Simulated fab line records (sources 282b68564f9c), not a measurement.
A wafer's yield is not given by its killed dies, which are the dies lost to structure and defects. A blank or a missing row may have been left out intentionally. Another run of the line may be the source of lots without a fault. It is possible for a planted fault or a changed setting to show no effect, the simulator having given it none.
Which tool was responsible? || flow rit-cmos || 33 wafers from 11 lots sampled at 2 of the route's 202 steps

## WHAT EACH GAUGE READ, for each wafer
RIT_NRETRO_TW_MEAS_10.
{"lot": "L562", "measured": "day 2 08:56", "on": "film-metro-04", "NRETRO_TW": "1057 1061 1061"}
{"lot": "L563", "measured": "day 2 13:04", "on": "film-metro-02", "NRETRO_TW": "1032 1032 1033"}
{"lot": "L564", "measured": "day 2 18:08", "on": "film-metro-04", "NRETRO_TW": "1062 1065 1059"}
{"lot": "L565", "measured": "day 2 23:25", "on": "film-metro-01", "NRETRO_TW": "1039 1044 1043"}
{"lot": "L566", "measured": "day 3 06:11", "on": "film-metro-02", "NRETRO_TW": "1025 1027 1029"}
{"lot": "L567", "measured": "day 3 12:55", "on": "film-metro-02", "NRETRO_TW": "1030 1032 1032"}
{"lot": "L568", "measured": "day 3 16:06", "on": "film-metro-02", "NRETRO_TW": "1043 1030 1031"}
{"lot": "L569", "measured": "day 3 17:57", "on": "film-metro-01", "NRETRO_TW": "471 471 471"}
{"lot": "L570", "measured": "day 4 01:26", "on": "film-metro-02", "NRETRO_TW": "467 469 467"}
{"lot": "L571", "measured": "day 4 06:19", "on": "film-metro-04", "NRETRO_TW": "480 481 483"}
{"lot": "L572", "measured": "day 4 10:15", "on": "film-metro-01", "NRETRO_TW": "474 475 474"}

## TOOL THAT RAN EACH LOT (tool first, then ch and the chambers of the sampled wafers, then the start)
{"lot": "L562", "RIT_NRETRO_IMPLANT_08": "implanter-04 ch 0, day 2 08:37"}
{"lot": "L563", "RIT_NRETRO_IMPLANT_08": "implanter-03 ch 0, day 2 12:45"}
{"lot": "L564", "RIT_NRETRO_IMPLANT_08": "implanter-02 ch 0, day 2 17:48"}
{"lot": "L565", "RIT_NRETRO_IMPLANT_08": "implanter-02 ch 0, day 2 23:05"}
{"lot": "L566", "RIT_NRETRO_IMPLANT_08": "implanter-04 ch 0, day 3 05:51"}
{"lot": "L567", "RIT_NRETRO_IMPLANT_08": "implanter-04 ch 0, day 3 12:35"}
{"lot": "L568", "RIT_NRETRO_IMPLANT_08": "implanter-02 ch 0, day 3 15:47"}
{"lot": "L569", "RIT_NRETRO_IMPLANT_08": "implanter-03 ch 0, day 3 17:40"}
{"lot": "L570", "RIT_NRETRO_IMPLANT_08": "implanter-02 ch 0, day 4 01:08"}
{"lot": "L571", "RIT_NRETRO_IMPLANT_08": "implanter-04 ch 0, day 4 05:59"}
{"lot": "L572", "RIT_NRETRO_IMPLANT_08": "implanter-03 ch 0, day 4 09:55"}
- RIT_NRETRO_IMPLANT_08

## THE ANSWER, worked out from the rows above alone
Rule: the lots themselves supply what counts as usual. Put in order of their means at a reading, lots are off if they are a third of the lots or fewer, leave a main group of 4 or more, and stand apart from it by a gap of 3 or more times the standard deviation of the main group's means; of several such gaps the widest counts. Not used: any main group whose means are identical at the precision the tables above print for the reading. A lot without any number at a reading at which 4 lots or more have one is off too. All remaining lots with rows at the step are treated as sound.
None of the lots is off at any reading shown; this tells nothing.

## WHAT THE SIMULATOR HAD INSERTED
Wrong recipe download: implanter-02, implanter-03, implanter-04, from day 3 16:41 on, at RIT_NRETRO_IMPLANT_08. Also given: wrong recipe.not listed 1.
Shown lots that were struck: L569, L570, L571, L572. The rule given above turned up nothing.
